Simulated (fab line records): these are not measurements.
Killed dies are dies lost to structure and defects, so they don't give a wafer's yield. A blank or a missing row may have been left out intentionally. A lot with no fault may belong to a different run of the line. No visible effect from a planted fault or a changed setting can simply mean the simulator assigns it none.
Split-lot study -- flow berkeley-cmos170 -- 23 wafers read across 5 lots, on a route 331 steps long

== THE SPLIT ==
At UCB170_V2_CVD_00 (deposits SiO2 from TEOS/O2, target thk 2000 nm, time 250 s), the setting time-s was moved away from the recipe's 250 s on 8 of the 23 wafers read, by -14.5% to +6.1%. This setting was run at the recipe's value on the other wafers.

No step appears in the file between the split and the reading.

== THE READING ==
V2_TEOS_THK at UCB170_V2_THK_MEAS_01, in nm. Typical for fault-free wafers on this fab line: 2009 nm, with standard deviation 32 nm.

wafer,"tool, chamber at the split","time-s as run, s",against the recipe,"V2_TEOS_THK, nm",against lot-mates on the recipe
L078.1,"pecvd-04, 0",250,recipe,1991,-
L078.2,"pecvd-04, 2",250,recipe,1972,-
L078.4,"pecvd-04, 1",250,recipe,2017,-
L079.2,"pecvd-04, 2",260.7,+4.3%,2113,+20
L079.3,"pecvd-04, 1",260.7,+4.3%,2124,+31
L079.4,"pecvd-04, 2",260.7,+4.3%,2153,+60
L079.5,"pecvd-04, 0",250,recipe,2084,-
L079.6,"pecvd-04, 1",250,recipe,2102,-
L081.1,"pecvd-04, 0",250,recipe,2010,-
L081.2,"pecvd-04, 1",265.2,+6.1%,2163,+129
L081.4,"pecvd-04, 0",250,recipe,2060,-
L081.5,"pecvd-04, 1",265.2,+6.1%,2162,+128
L081.6,"pecvd-04, 2",250,recipe,2033,-
L082.2,"pecvd-03, 0",250,recipe,1977,-
L082.3,"pecvd-03, 1",250,recipe,2007,-
L082.4,"pecvd-03, 2",250,recipe,1973,-
L082.5,"pecvd-03, 0",250,recipe,1983,-
L082.6,"pecvd-03, 1",250,recipe,2008,-
L084.1,"pecvd-04, 0",213.8,-14.5%,1741,-258
L084.2,"pecvd-04, 1",250,recipe,2010,-
L084.3,"pecvd-04, 2",250,recipe,1987,-
L084.4,"pecvd-04, 2",213.8,-14.5%,1754,-244
L084.6,"pecvd-04, 0",213.8,-14.5%,1764,-234

THE FIT
A straight line over all 23 wafers: V2_TEOS_THK changes by +19.5 nm for each +1% of time-s; r = +0.95; the points scatter about the line by 36 nm.
The same after taking each lot's own level away (the mean of its wafers on the recipe; 23 wafers): +16.7 nm for each +1%; r = +0.98; scatter 22 nm.
Per that fit: largest time-s move, reading shift of 2.4e+02 nm.
The span of the lots' own levels, 1989.6 to 2093.0 nm, comes to 3.2 times the standard deviation stated above.
In other words, the slope is changed by the lot-to-lot level; the two fits disagree.
Check: for one of the wafers moved furthest among these (-14.5%), held out of the fit, the line's prediction against its lot-mates is -239 nm. It came out at -258 nm against them.

== FURTHER SPLITS ON THESE WAFERS ==
Other splits were also applied to these wafers ahead of the reading. Each is held against what the fit with the lots' levels taken away leaves over:
other split on the same wafers,wafers away from the commonest value,r with V2_TEOS_THK (lot level and that fit taken away)
UCB170_NLDD_IMPLANT_09 dose-cm2,4,+0.45
UCB170_PSD_EXPOSE_03 dose-mj,10,+0.09
UCB170_PSD_IMPLANT_08 dose-cm2,6,+0.01
UCB170_NSD_IMPLANT_08 dose-cm2,4,-0.03
UCB170_V1_CVD_00 time-s,10,+0.30
UCB170_V1_ETCH_14 time-s,11,+0.01

== THE WHOLE CHAIN: every reading that the file lists as answering this split, in the file's order ==
step,what it does,reading,change (the file's fit),r (the file's)
UCB170_V2_CVD_00,"deposits SiO2 from TEOS/O2, target thk 2000 nm, time 250 s","SiO2_of_V2_CVD_00.thk-nm (the simulator's own value, which no gauge read)",+16.9 nm for each +1% of the setting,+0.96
UCB170_V2_THK_MEAS_01,,V2_TEOS_THK,+16.9 for each +1% of the setting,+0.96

== FILE'S OWN FIT ==
V2_TEOS_THK changes by +16.9 nm for each +1% of time-s, r = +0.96.
